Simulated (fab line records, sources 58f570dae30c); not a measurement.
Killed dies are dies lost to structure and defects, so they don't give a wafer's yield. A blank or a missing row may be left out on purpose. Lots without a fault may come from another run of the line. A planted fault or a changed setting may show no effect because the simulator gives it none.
Problem report in the 8D (eight disciplines) form, filled by code | flow berkeley_cmos170 | the parts of the form that need people (team, actions taken, sign-off) are left out

1. THE PROBLEM
killed_at_M0_to_M3 at UCB170_M3_PROBE_99 reads a mean of 34.5 on 2 wafers of 1 lot; wafers without a fault read 0.8 with a standard deviation of 0.94. That is +36 standard deviations from the usual mean.
First seen on wafer L955.2, day 9 14:29, on prober-01. The record holds 29 wafers of 12 lots with a number at this step. Rule for "out", or "out of limits": more than 4 standard deviations from the usual mean. The other wafers with a number count as sound.

2. WHAT IT IS AND WHAT IT IS NOT
question                    | is                                                                                                                                           | is not
which readings at this step | killed_at_M0_to_M3, defect_limited_yield, killed_dies, killed_on_rim, sort_bin_3_pad_short, sort_bin_5_function, sort_n_pass, sort_yield_pct | killed_open, killed_short, sort_bin_6_memory
which lots                  | L955                                                                                                                                         | L950, L952, L953, L954, L959, L964, L967, L968, L970, L971, L972
which wafers of those lots  | L955.2, L955.5                                                                                                                               | L955.3
read on which tools         | prober-01                                                                                                                                    | prober-02
when                        | from day 9 14:29                                                                                                                             | up to then (8 sound wafers); but 19 sound wafers of L955, L959, L964, L967, L968, L970, L971, L972 came after

3. SUSPECTS, AND WHAT RULES EACH OUT
Counting: a tool at a process step up to the reading stays a suspect if it ran every lot that is out. Sound lots after the first of them don't rule it out here, since some wafers of a struck lot are sound.
- plasma_asher-04 at UCB170_PVT_STRIP_08 (strips in O2): kept. It ran the lot that is out, L955 (day 7 08:07); its last sound lot up to then is L950 (day 6 10:19).
- pecvd-04 at UCB170_V1_CVD_00 (deposits SiO2 from TEOS/O2, target thk 2000 nm, time 250 s): kept. It ran the lot that is out, L955 (day 9 01:15); its last sound lot up to then is L954 (day 8 21:10).
- plasma_asher-03 at UCB170_M2_STRIP_19 (strips in O2): kept. It ran the lot that is out, L955 (day 9 08:57); its last sound lot up to then is L954 (day 9 06:40).
- prober-01 at UCB170_M3_PROBE_99: kept. It ran the lot that is out, L955 (day 9 14:29); its last sound lot up to then is L954 (day 9 12:08). Its own readings are out on those wafers: defect_limited_yield, killed_at_M0_to_M3, killed_dies, killed_on_rim, sort_bin_3_pad_short, sort_bin_5_function, sort_n_pass, sort_yield_pct.
- Within plasma_asher-03 at UCB170_M2_STRIP_19: the wafers that are out ran in chamber 0; their sound lot-mates ran in chamber 1.
Left after counting: plasma_asher-04 at UCB170_PVT_STRIP_08, pecvd-04 at UCB170_V1_CVD_00, plasma_asher-03 at UCB170_M2_STRIP_19, prober-01 at UCB170_M3_PROBE_99.

4. THE CAUSE (what the simulator had put in)
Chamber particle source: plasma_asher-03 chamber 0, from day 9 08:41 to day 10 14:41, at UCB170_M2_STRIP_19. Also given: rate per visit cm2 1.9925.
Counting left 4 suspects, and this tool is among them.

5. THE CHAIN OF EFFECTS, in route order
Each row: a reading whose mean over the struck wafers that have a number lies more than 3 standard deviations from the usual. Only readings for which the record gives a usual standard deviation are gone through. hours: the time from each lot's start at the first step in this table that gives one to its start at this step, as a median over the lots. sigmas: the change in usual standard deviations.
hours | step               | reading              | usual  | on struck wafers | change | sigmas
0     | UCB170_M3_PROBE_99 | defect_limited_yield | 98.3 % | 83.3             | -15.0  | -14
0     | UCB170_M3_PROBE_99 | killed_at_M0_to_M3   | 0.8    | 34.5             | +33.7  | +36
0     | UCB170_M3_PROBE_99 | killed_dies          | 4.6    | 44.0             | +39.4  | +14
0     | UCB170_M3_PROBE_99 | killed_on_rim        | 1.5    | 15.0             | +13.5  | +7.1
0     | UCB170_M3_PROBE_99 | sort_bin_3_pad_short | 0.1 %  | 4.7              | +4.6   | +29
0     | UCB170_M3_PROBE_99 | sort_bin_5_function  | 1.2 %  | 11.0             | +9.8   | +8.9
0     | UCB170_M3_PROBE_99 | sort_n_pass          | 259.4  | 220.0            | -39.4  | -14
0     | UCB170_M3_PROBE_99 | sort_yield_pct       | 98.3 % | 83.3             | -15.0  | -14
The process steps in it:
- UCB170_M3_PROBE_99

6. WHAT WOULD HAVE CAUGHT IT SOONER
In this record the first reading out of limits was taken at day 9 14:29, 6 hours after the fault began at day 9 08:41.
Of the tool readings at UCB170_M2_STRIP_19 for which the record gives a usual standard deviation, none was out on any struck wafer, so an alarm limit of 4 standard deviations on them would not have fired.
All the lots that are out (1) had begun UCB170_M2_STRIP_19 on plasma_asher-03 by day 9 14:29. A hold on the tool at that time would have spared none of them.
